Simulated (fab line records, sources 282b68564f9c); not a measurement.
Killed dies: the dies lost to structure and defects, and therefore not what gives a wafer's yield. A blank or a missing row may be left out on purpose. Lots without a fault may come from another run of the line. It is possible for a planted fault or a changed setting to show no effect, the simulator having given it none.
Problem report, 8D (eight disciplines) form, completed by code + flow rit-cmos + the parts of the form that need people (team, actions taken, sign-off) are left out

## 1. WHAT WENT WRONG
CONTACT_TEOS_THK at RIT_CONTACT_THK_MEAS_01 reads a mean of 320 nm on 2 wafers of 1 lot; wafers without a fault read 399 nm with a standard deviation of 5.4. That is -15 standard deviations from the usual mean.
First seen on wafer L953.1, day 7 07:01, on film-metro-01. Wafers with a number at this step in the record: 39, from 13 lots. Rule for "out" (also "out of limits"): further than 4 standard deviations from the usual mean. All remaining wafers that have a number are taken as sound.

## 2. WHAT IT IS, WHAT IT ISN'T
| question                    | is               | is not                                                                          |
|-----------------------------|------------------|---------------------------------------------------------------------------------|
| which readings at this step | CONTACT_TEOS_THK | -                                                                               |
| which lots                  | L953             | L935, L936, L937, L938, L940, L941, L942, L944, L946, L955, L957, L958          |
| which wafers of those lots  | L953.1, L953.4   | L953.3                                                                          |
| read on which gauges        | film-metro-01    | film-metro-02, film-metro-04                                                    |
| when                        | from day 7 07:01 | up to then (28 sound wafers); but 9 sound wafers of L955, L957, L958 came after |

## 3. SUSPECTS, AND WHAT RULES EACH OUT
Counting: a tool at a process step up to the reading stays a suspect if it ran every lot that is out. Sound lots after the first of them don't rule it out here, since some wafers of a struck lot are sound.
- the gauge at RIT_CONTACT_THK_MEAS_01: kept. All the wafers that are out were read on film-metro-01, and no step on other tools shows them out.
- pecvd-04 at RIT_CONTACT_CVD_00 (deposits SiO2 from TEOS, target thk 400 nm, time 61 s): kept. The lot that is out, L953, ran on it at day 7 06:58; the last sound lot it ran before that was L944, at day 5 00:24.
- Within pecvd-04 at RIT_CONTACT_CVD_00, the wafers that are out were processed in chamber 1 and their sound lot-mates in chamber 2.
Remaining after the count are pecvd-04 at RIT_CONTACT_CVD_00 and film-metro-01 at RIT_CONTACT_THK_MEAS_01.

## 4. THE CAUSE (what the simulator had put in)
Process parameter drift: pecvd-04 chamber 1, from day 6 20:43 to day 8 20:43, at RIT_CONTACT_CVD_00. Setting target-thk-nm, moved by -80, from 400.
Counting left 2 suspects, and this tool is among them.

## 5. THE CHAIN OF EFFECTS, in route order
One row per reading whose mean, taken over the struck wafers that have a number, lies over 3 standard deviations from the usual. Only readings whose record carries a usual standard deviation are examined. hours: median over the lots of the time between each lot's start at the first step of this table that gives one and its start at this step. sigmas: the change, counted in usual standard deviations.
| hours | step                    | reading          | usual  | on struck wafers | change | sigmas |
|-------|-------------------------|------------------|--------|------------------|--------|--------|
| 0     | RIT_CONTACT_THK_MEAS_01 | CONTACT_TEOS_THK | 399 nm | 320              | -78    | -15    |

## 6. HOW IT WOULD HAVE BEEN CAUGHT EARLIER
Counted from the fault's start at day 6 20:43, it took 10 hours until the first out-of-limits reading at a measuring or inspecting step in this record, taken at day 7 07:01.
Of the tool readings at RIT_CONTACT_CVD_00 for which the record gives a usual standard deviation, none was out on any struck wafer, so an alarm limit of 4 standard deviations on them would not have fired.
All the lots that are out (1) had begun RIT_CONTACT_CVD_00 on pecvd-04 by day 7 07:01. Holding the tool at that point would not have protected any of them.
